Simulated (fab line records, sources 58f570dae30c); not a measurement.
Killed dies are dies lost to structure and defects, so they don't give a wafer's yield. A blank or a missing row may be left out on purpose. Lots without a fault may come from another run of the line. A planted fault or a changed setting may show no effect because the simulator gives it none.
Split-lot experiment | flow berkeley_cmos170 | 5 lots, 23 wafers read, on a route of 331 steps

THE SPLIT
At UCB170_NWELL_IMPLANT_14, the setting energy_kev was moved away from the recipe's 150 on 5 of the 23 wafers read, by -3.4% to -1.8%. The other wafers ran this setting at the recipe's value.

The reading is taken at the split's own step.

THE READING
implant.drp_nm (the simulator's own value, which no gauge read), in nm, at UCB170_NWELL_IMPLANT_14. The file gives no usual value for it.

wafer  | tool, chamber at the split | energy_kev as run | against the recipe | implant.drp_nm, nm | against lot-mates on the recipe
L074.1 | implanter-03, 0            | 147.3             | -1.8%              | 61.85              | -0.87
L074.3 | implanter-03, 0            | 147.3             | -1.8%              | 61.85              | -0.87
L074.6 | implanter-03, 0            | 147.3             | -1.8%              | 61.85              | -0.87
L074.4 | implanter-03, 0            | 150               | recipe             | 62.72              | -
L074.5 | implanter-03, 0            | 150               | recipe             | 62.72              | -
L077.1 | implanter-02, 0            | 144.9             | -3.4%              | 61.05              | -1.67
L077.3 | implanter-02, 0            | 144.9             | -3.4%              | 61.05              | -1.67
L077.2 | implanter-02, 0            | 150               | recipe             | 62.72              | -
L077.4 | implanter-02, 0            | 150               | recipe             | 62.72              | -
L077.6 | implanter-02, 0            | 150               | recipe             | 62.72              | -
L080.1 | implanter-03, 0            | 150               | recipe             | 62.72              | -
L080.3 | implanter-03, 0            | 150               | recipe             | 62.72              | -
L080.4 | implanter-03, 0            | 150               | recipe             | 62.72              | -
L080.5 | implanter-03, 0            | 150               | recipe             | 62.72              | -
L080.6 | implanter-03, 0            | 150               | recipe             | 62.72              | -
L083.1 | implanter-02, 0            | 150               | recipe             | 62.72              | -
L083.3 | implanter-02, 0            | 150               | recipe             | 62.72              | -
L083.4 | implanter-02, 0            | 150               | recipe             | 62.72              | -
L083.5 | implanter-02, 0            | 150               | recipe             | 62.72              | -
L083.6 | implanter-02, 0            | 150               | recipe             | 62.72              | -
L085.2 | implanter-03, 0            | 150               | recipe             | 62.72              | -
L085.3 | implanter-03, 0            | 150               | recipe             | 62.72              | -
L085.5 | implanter-03, 0            | 150               | recipe             | 62.72              | -

THE FIT
A straight line over all 23 wafers: implant.drp_nm changes by +0.489 nm for each +1% of energy_kev; r = +1.00; the points scatter about the line by 0.0044 nm.
The same after taking each lot's own level away (the mean of its wafers on the recipe; 23 wafers): +0.489 nm for each +1%; r = +1.00; scatter 0.0044 nm.
On that fit, the largest move of energy_kev shifts the reading by 1.7 nm.
The lots' own levels span 62.720 to 62.720 nm.
So the lot-to-lot level changes the slope little: the two slopes agree.
Check: with one of the wafers moved furthest among these (-3.4%) left out of the fit, the line predicts -1.66 nm for it against its lot-mates. It came out at -1.67 nm against them.

THE FILE'S OWN FIT
implant.drp_nm changes by +0.49 nm for each +1% of energy_kev, r = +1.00.
